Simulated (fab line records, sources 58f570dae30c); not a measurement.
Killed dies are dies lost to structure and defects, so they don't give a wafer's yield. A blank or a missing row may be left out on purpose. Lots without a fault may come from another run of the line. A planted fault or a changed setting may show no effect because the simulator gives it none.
Which tool did it? | flow berkeley_cmos170 | 13 lots, 39 wafers sampled, at 6 steps of a route of 331

WHAT THE GAUGES READ, wafer by wafer
UCB170_NVT_OVL_MEAS_06.
lot  | measured     | on         | NVT_OVL (nm)
L936 | day 6 17:10  | overlay-01 | 12 5 10
L937 | day 6 17:53  | overlay-02 | -1 0 3
L940 | day 7 19:55  | overlay-02 | -2 -4 -1
L945 | day 8 22:07  | overlay-02 | 1 2 5
L946 | day 8 21:44  | overlay-02 | 1 0 5
L947 | day 9 05:44  | overlay-01 | 2 -3 0
L949 | day 9 13:57  | overlay-01 | 2 -2 -2
L950 | day 10 00:31 | overlay-01 | 4 5 10
L953 | day 10 09:01 | overlay-02 | 12 10 4
L954 | day 11 05:37 | overlay-01 | 0 8 7
L955 | day 11 06:20 | overlay-02 | -3 -1 -10
L957 | day 11 06:04 | overlay-02 | 4 6 3
L958 | day 12 11:58 | overlay-01 | 1 -5 -1

UCB170_GATE_THK_MEAS_05.
lot  | measured     | on            | GATE_POLY_THK (nm)
L936 | day 7 09:08  | film_metro-02 | 211.0 211.2 211.6
L937 | day 7 09:08  | film_metro-03 | 216.6 216.3 215.9
L940 | day 8 12:49  | film_metro-02 | 180.0 180.6 179.2
L945 | day 9 19:46  | film_metro-01 | 211.7 213.0 213.1
L946 | day 9 19:46  | film_metro-03 | 217.8 216.2 217.7
L947 | day 9 19:51  | film_metro-03 | 214.3 212.1 213.8
L949 | day 10 07:02 | film_metro-03 | 216.2 214.9 216.3
L950 | day 10 20:35 | film_metro-02 | 212.0 210.5 211.7
L953 | day 10 20:38 | film_metro-03 | 213.3 210.6 210.4
L954 | day 12 05:12 | film_metro-01 | 214.2 213.6 215.0
L955 | day 12 05:16 | film_metro-03 | 213.6 211.7 212.3
L957 | day 12 05:13 | film_metro-03 | 216.2 213.4 215.6
L958 | day 13 02:58 | film_metro-01 | 209.2 209.7 207.6

UCB170_PLDD_TW_MEAS_11.
lot  | measured     | on            | PLDD_TW
L936 | day 7 12:39  | film_metro-04 | 1031 1028 1031
L937 | day 7 12:45  | film_metro-03 | 1012 1011 1013
L940 | day 8 16:09  | film_metro-03 | 1010 1019 1011
L945 | day 9 23:37  | film_metro-04 | 1029 1029 1033
L946 | day 9 23:21  | film_metro-01 | 1002 1003 1002
L947 | day 10 00:29 | film_metro-01 | 1013 1008 1012
L949 | day 10 10:50 | film_metro-01 | 1004 1009 1009
L950 | day 11 01:10 | film_metro-03 | 1012 1017 1008
L953 | day 11 01:26 | film_metro-04 | 1028 1027 1029
L954 | day 12 10:01 | film_metro-04 | 1026 1030 1025
L955 | day 12 10:17 | film_metro-01 | 1016 1013 1010
L957 | day 12 08:54 | film_metro-01 | 1010 1015 1007
L958 | day 13 06:55 | film_metro-01 | 1006 1009 1011

WHICH TOOL RAN EACH LOT (tool, then ch and the chambers of the sampled wafers, then the start)
lot  | UCB170_ACTIVE_STRIP_16              | UCB170_GATE_CVD_04          | UCB170_GATE_ETCH_15
L936 | plasma_asher-01 ch 0,1, day 5 01:01 | lpcvd-02 ch 1, day 7 07:43  | rie_si-02 ch 0,2, day 7 10:43
L937 | plasma_asher-03 ch 0,1, day 5 01:32 | lpcvd-02 ch 1, day 7 07:43  | rie_si-01 ch 0,1,3, day 7 10:50
L940 | plasma_asher-03 ch 0,1, day 6 00:58 | lpcvd-01 ch 0, day 8 11:25  | rie_si-01 ch 1,3, day 8 14:11
L945 | plasma_asher-04 ch 0,1, day 7 00:58 | lpcvd-02 ch 0, day 9 17:40  | rie_si-01 ch 2,3, day 9 21:10
L946 | plasma_asher-03 ch 0,1, day 7 08:51 | lpcvd-02 ch 1, day 9 17:40  | rie_si-02 ch 0,1, day 9 21:06
L947 | plasma_asher-04 ch 0,1, day 7 09:12 | lpcvd-02 ch 0, day 9 17:40  | rie_si-01 ch 2,3, day 9 21:38
L949 | plasma_asher-01 ch 0,1, day 7 19:35 | lpcvd-01 ch 1, day 10 05:38 | rie_si-02 ch 0,3, day 10 08:21
L950 | plasma_asher-01 ch 0,1, day 8 03:09 | lpcvd-01 ch 1, day 10 19:10 | rie_si-01 ch 1,2, day 10 22:17
L953 | plasma_asher-04 ch 0,1, day 8 20:08 | lpcvd-01 ch 1, day 10 19:10 | rie_si-02 ch 0,1,3, day 10 22:46
L954 | plasma_asher-04 ch 0,1, day 9 06:52 | lpcvd-01 ch 1, day 12 03:47 | rie_si-02 ch 1,2,3, day 12 07:13
L955 | plasma_asher-03 ch 0, day 9 07:11   | lpcvd-01 ch 1, day 12 03:47 | rie_si-01 ch 1,3, day 12 07:41
L957 | plasma_asher-04 ch 0,1, day 9 07:33 | lpcvd-01 ch 1, day 12 03:47 | rie_si-02 ch 0,3, day 12 06:37
L958 | plasma_asher-04 ch 0, day 10 07:53  | lpcvd-01 ch 1, day 13 01:30 | rie_si-02 ch 0,1, day 13 04:45
- UCB170_ACTIVE_STRIP_16: strips in O2.
- UCB170_GATE_CVD_04: deposits poly-Si from SiH4, time 1440 s, target thk 214 nm.
- UCB170_GATE_ETCH_15: etches poly-Si in HBr/Cl2, stops on SiO2, time 56.3 s, target depth 278.2 nm.

WHAT THE TOOLS THEMSELVES READ (means of the sampled wafers that have a number; where no wafer has one, the mark that the record gives instead)
UCB170_ACTIVE_STRIP_16.
lot  | tool            | drypump_motor_current_A (A) | oes_product_au (a.u.) | strip_time_to_endpoint_s (s)
L936 | plasma_asher-01 | 6.2                         | 0.721                 | 18.04
L937 | plasma_asher-03 | 6.2                         | 0.719                 | 18.02
L940 | plasma_asher-03 | 6.0                         | 0.719                 | 18.07
L945 | plasma_asher-04 | 5.0                         | 0.722                 | 18.06
L946 | plasma_asher-03 | 6.1                         | 0.719                 | 18.02
L947 | plasma_asher-04 | 5.0                         | 0.719                 | 18.03
L949 | plasma_asher-01 | 6.2                         | 0.718                 | 18.10
L950 | plasma_asher-01 | 6.2                         | 0.722                 | 18.20
L953 | plasma_asher-04 | 5.0                         | 0.726                 | 18.16
L954 | plasma_asher-04 | 5.2                         | 0.720                 | 18.13
L955 | plasma_asher-03 | 6.3                         | 0.724                 | 18.15
L957 | plasma_asher-04 | 5.0                         | 0.721                 | 18.14
L958 | plasma_asher-04 | 4.8                         | 0.717                 | 18.13

UCB170_GATE_CVD_04.
lot  | tool     | sih4_flow_sccm (sccm)
L936 | lpcvd-02 | 119.9
L937 | lpcvd-02 | 119.7
L940 | lpcvd-01 | 120.6
L945 | lpcvd-02 | 120.1
L946 | lpcvd-02 | 120.1
L947 | lpcvd-02 | 120.3
L949 | lpcvd-01 | 119.7
L950 | lpcvd-01 | 120.0
L953 | lpcvd-01 | 120.1
L954 | lpcvd-01 | 119.9
L955 | lpcvd-01 | 120.2
L957 | lpcvd-01 | 119.9
L958 | lpcvd-01 | 120.2

UCB170_GATE_ETCH_15.
lot  | tool      | drypump_motor_current_A (A) | oes_product_au (a.u.) | throttle_valve_pct (%)
L936 | rie_si-02 | 5.30                        | 0.827                 | 26.34
L937 | rie_si-01 | 5.31                        | 0.822                 | 26.15
L940 | rie_si-01 | 5.44                        | 0.752                 | 26.21
L945 | rie_si-01 | 5.71                        | 0.844                 | 26.41
L946 | rie_si-02 | 5.83                        | 0.836                 | 26.20
L947 | rie_si-01 | 5.68                        | 0.843                 | 26.40
L949 | rie_si-02 | 5.55                        | 0.822                 | 26.33
L950 | rie_si-01 | 5.56                        | 0.810                 | 26.20
L953 | rie_si-02 | 5.69                        | 0.817                 | 26.28
L954 | rie_si-02 | 5.51                        | 0.832                 | 26.09
L955 | rie_si-01 | 5.43                        | 0.818                 | 26.13
L957 | rie_si-02 | 5.53                        | 0.825                 | 26.35
L958 | rie_si-02 | 5.74                        | 0.810                 | 26.40

THE ANSWER, worked out from the rows above alone
Rule: what is usual is taken from the lots themselves. Put in order of their means at a reading, lots are off if they are a third of the lots or fewer, leave a main group of 4 or more, and stand apart from it by a gap of 3 or more times the standard deviation of the main group's means; of several such gaps the widest counts. A main group whose means are all the same, to the digits that the tables above print for the reading, isn't used. A lot without any number at a reading at which 4 lots or more have one is off too. The other lots that the step has rows for count as sound. The gauges are gone through in route order, then the tools' own readings, and for those a lot's mean is taken as printed above. The first step at which some lot is off is used, and at that step the reading that is off furthest; a lot without a number counts as furthest.
Off: L940, at UCB170_GATE_THK_MEAS_05 (GATE_POLY_THK). The main group: mean 213.3 nm, standard deviation 2.4.
A tool fits if, at a process step before that reading, it ran every lot that is off, and no sound lot after the first of them. The gauges at UCB170_GATE_THK_MEAS_05 aren't tried: what is off there is off at UCB170_GATE_ETCH_15 too, on other tools, and a gauge's error can't cause that. None of those tried fits.

WHAT THE SIMULATOR HAD PUT IN
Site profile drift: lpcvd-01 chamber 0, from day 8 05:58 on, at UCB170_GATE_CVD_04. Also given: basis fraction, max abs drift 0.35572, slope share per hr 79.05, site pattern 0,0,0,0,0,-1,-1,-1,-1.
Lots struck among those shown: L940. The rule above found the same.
